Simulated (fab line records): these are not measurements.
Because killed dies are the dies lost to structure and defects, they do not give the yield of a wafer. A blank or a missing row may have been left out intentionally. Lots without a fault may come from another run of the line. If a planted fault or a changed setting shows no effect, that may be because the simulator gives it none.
What tool caused it?	flow berkeley cmos170	13 lots, 39 wafers sampled, at 6 steps of a route of 331

== WHAT THE GAUGES SHOWED, per wafer ==
UCB170_NWELL_OVL_MEAS_12. Usual: NWELL_OVL 2 nm, standard deviation 5.2.
lot	measured	on	NWELL_OVL (nm)	flag
L385	day 3 00:19	overlay-02	-1 -2 -1	
L387	day 3 08:30	overlay-02	-2 -1 -5	
L386	day 3 08:59	overlay-01	7 2 0	
L391	day 4 05:20	overlay-02	3 -2 -6	
L392	day 4 09:39	overlay-02	3 4 9	
L393	day 4 16:01	overlay-01	-2 1 5	
L398	day 5 06:19	overlay-01	-7 -3 1	
L399	day 5 06:30	overlay-02	-4 3 1	
L400	day 5 14:02	overlay-02	15 11 6	
L403	day 6 02:26	overlay-02	-1 4 5	
L405	day 6 13:51	overlay-02	-8 3 -9	
L406	day 6 19:09	overlay-01	10 7 -1	
L407	day 7 01:57	overlay-02	-5 1 1	

UCB170_NWELL_TW_MEAS_16. Usual: NWELL_TW 1236, standard deviation 20.
lot	measured	on	NWELL_TW	flag
L385	day 3 00:43	film metro-03	1207 1217 1212	
L387	day 3 08:53	film metro-03	1204 1220 1214	
L386	day 3 09:23	film metro-01	1251 1257 1261	
L391	day 4 05:44	film metro-03	1216 1212 1215	
L392	day 4 10:02	film metro-03	1213 1211 1223	
L393	day 4 16:25	film metro-02	1244 1242 1249	
L398	day 5 06:42	film metro-01	1254 1253 1256	
L399	day 5 06:53	film metro-03	1211 1209 1209	
L400	day 5 14:26	film metro-03	1210 1209 1211	
L403	day 6 02:50	film metro-02	1248 1242 1243	
L405	day 6 14:14	film metro-02	1243 1244 1240	
L406	day 6 19:32	film metro-02	1245 1241 1246	
L407	day 7 02:20	film metro-03	1205 1206 1211	

UCB170_M3_RS_MEAS_02: uses a four-point probe to measure. Usual: M3_AL_RS 0.0321 ohm/sq, standard deviation 0.00036.
lot	measured	on	M3_AL_RS (ohm/sq)	flag
L385	day 9 01:25	film metro-02	0.0318 0.0316 0.0317	
L387	day 9 02:01	film metro-01	0.0323 0.0326 0.0327	
L386	day 8 23:39	film metro-04	0.0315 0.0314 0.0316	
L391	day 10 13:46	film metro-04	0.0329 0.0347 0.0324 0.0329 0.0347 0.0324	OFF
L392	day 10 11:17	film metro-02	0.0319 0.0318 0.0317	
L393	day 10 11:02	film metro-01	0.0347 0.0327 0.0327 0.0347 0.0328 0.0327	OFF
L398	day 11 02:51	film metro-02	0.0316 0.0318 0.0317	
L399	day 11 00:38	film metro-04	0.0319 0.0323 0.0322	
L400	day 11 10:16	film metro-04	0.0320 0.0323 0.0323	
L403	day 11 17:53	film metro-04	0.0324 0.0323 0.0323	
L405	day 12 03:51	film metro-01	0.0319 0.0318 0.0320	
L406	day 12 15:37	film metro-01	0.0320 0.0316 0.0317	
L407	day 12 19:07	film metro-04	0.0321 0.0319 0.0318	

UCB170_M3_THK_MEAS_03: measures by xrf. Usual: M3_AL_THK 921 nm, standard deviation 11.
lot	measured	on	M3_AL_THK (nm)	flag
L385	day 9 01:31	film metro-02	918 922 914	
L387	day 9 02:08	film metro-01	927 918 912	
L386	day 8 23:46	film metro-04	932 937 930	
L391	day 10 16:46	film metro-04	898 855 917 900 854 908	
L392	day 10 11:25	film metro-02	919 925 926	
L393	day 10 13:08	film metro-01	859 910 912 861 911 912	
L398	day 11 02:57	film metro-02	924 919 921	
L399	day 11 00:46	film metro-04	928 916 924	
L400	day 11 10:22	film metro-04	919 924 914	
L403	day 11 18:01	film metro-04	921 927 927	
L405	day 12 03:58	film metro-01	935 935 929	
L406	day 12 15:44	film metro-01	926 944 936	
L407	day 12 19:14	film metro-04	923 926 928	

== WHAT TOOL EACH LOT RAN ON (gives the tool, then ch and the chambers of the sampled wafers, and finally the start) ==
lot	UCB170_PFIELD_STRIP_08	UCB170_M3_SPUTTER_01
L385	plasma asher-04 ch 0,1, day 5 09:58	pvd sputter-04, day 9 01:17
L387	plasma asher-01 ch 0,1, day 5 12:59	pvd sputter-02, day 9 01:56
L386	plasma asher-04 ch 0,1, day 5 13:15	pvd sputter-01, day 8 23:34
L391	plasma asher-03 ch 0,1, day 6 11:11	pvd sputter-02, day 10 13:40
L392	plasma asher-03 ch 0,1, day 6 10:55	pvd sputter-04, day 10 11:13
L393	plasma asher-03 ch 0,1, day 6 15:01	pvd sputter-02, day 10 10:56
L398	plasma asher-04 ch 0,1, day 7 02:43	pvd sputter-04, day 11 02:43
L399	plasma asher-01 ch 0,1, day 7 02:03	pvd sputter-04, day 11 00:34
L400	plasma asher-04 ch 0,1, day 7 07:36	pvd sputter-01, day 11 10:10
L403	plasma asher-01 ch 0,1, day 8 00:32	pvd sputter-04, day 11 17:49
L405	plasma asher-04 ch 0,1, day 8 16:14	pvd sputter-04, day 12 03:46
L406	plasma asher-04 ch 0,1, day 9 03:35	pvd sputter-01, day 12 15:32
L407	plasma asher-04 ch 0,1, day 9 11:42	pvd sputter-04, day 12 19:01
- UCB170_PFIELD_STRIP_08: strips in O2.
- UCB170_M3_SPUTTER_01: material Al, target thk 900 nm, time 120 s.

== WHAT THE TOOLS THEMSELVES READ (means of the sampled wafers that have a number; where no wafer has one, the mark that the record gives instead) ==
UCB170_PFIELD_STRIP_08. Usual: drypump motor current A 6.1 A, standard deviation 0.37; oes product au 0.734 a.u., standard deviation 0.0044; strip time to endpoint s 21.62 s, standard deviation 0.069.
lot	tool	drypump motor current A (A)	oes product au (a.u.)	strip time to endpoint s (s)	flag
L385	plasma asher-04	6.4	0.735	21.71	
L387	plasma asher-01	5.9	0.742	21.61	
L386	plasma asher-04	6.5	0.736	21.66	
L391	plasma asher-03	5.9	0.732	21.56	
L392	plasma asher-03	5.9	0.737	21.67	
L393	plasma asher-03	6.0	0.732	21.59	
L398	plasma asher-04	6.4	0.735	21.63	
L399	plasma asher-01	5.9	0.734	21.57	
L400	plasma asher-04	6.5	0.731	21.50	
L403	plasma asher-01	6.2	0.736	21.62	
L405	plasma asher-04	6.4	0.735	21.62	
L406	plasma asher-04	6.4	0.735	21.79	
L407	plasma asher-04	6.5	0.729	21.65	

UCB170_M3_SPUTTER_01. Usual: cathode dc power W 6000.1 W, standard deviation 1.2; throttle valve pct 30.1 %, standard deviation 0.94.
lot	tool	cathode dc power W (W)	throttle valve pct (%)	flag
L385	pvd sputter-04	5998.9	30.9	
L387	pvd sputter-02	6000.4	30.1	
L386	pvd sputter-01	6000.4	30.6	
L391	pvd sputter-02	5870.5	30.0	OFF
L392	pvd sputter-04	6000.9	30.6	
L393	pvd sputter-02	5872.0	29.0	OFF
L398	pvd sputter-04	6000.3	30.0	
L399	pvd sputter-04	5999.3	30.1	
L400	pvd sputter-01	6000.1	30.4	
L403	pvd sputter-04	6000.1	30.2	
L405	pvd sputter-04	5998.4	30.7	
L406	pvd sputter-01	6000.0	30.3	
L407	pvd sputter-04	6000.8	30.7	

== THE ANSWER, worked out from the rows above alone ==
Rule: a lot counts as off when the mean over its wafers that have a number is more than 3 standard deviations away from the usual mean. Also off: a lot with no number at a reading for which 4 or more lots have one. Any other lot the step has rows for is counted as sound. First the gauges in route order, then the tools' own readings, where a lot's mean is used as printed above. At the first step where some lot is off, the reading lying furthest off is the one used; lots without a number count as furthest.
Off: L391, L393, at UCB170_M3_RS_MEAS_02 (M3_AL_RS).
If a tool, at a process step before that reading, ran all the lots that are off and no sound lot after the first of them, it fits. Not tried: the gauges at UCB170_M3_RS_MEAS_02; whatever is off there is also off at UCB170_M3_SPUTTER_01, on other tools, and gauge error can't account for it. Can't be told from this: 2 tools fit, plasma asher-03 at UCB170_PFIELD_STRIP_08, pvd sputter-02 at UCB170_M3_SPUTTER_01.

== WHAT WAS PUT IN BY THE SIMULATOR ==
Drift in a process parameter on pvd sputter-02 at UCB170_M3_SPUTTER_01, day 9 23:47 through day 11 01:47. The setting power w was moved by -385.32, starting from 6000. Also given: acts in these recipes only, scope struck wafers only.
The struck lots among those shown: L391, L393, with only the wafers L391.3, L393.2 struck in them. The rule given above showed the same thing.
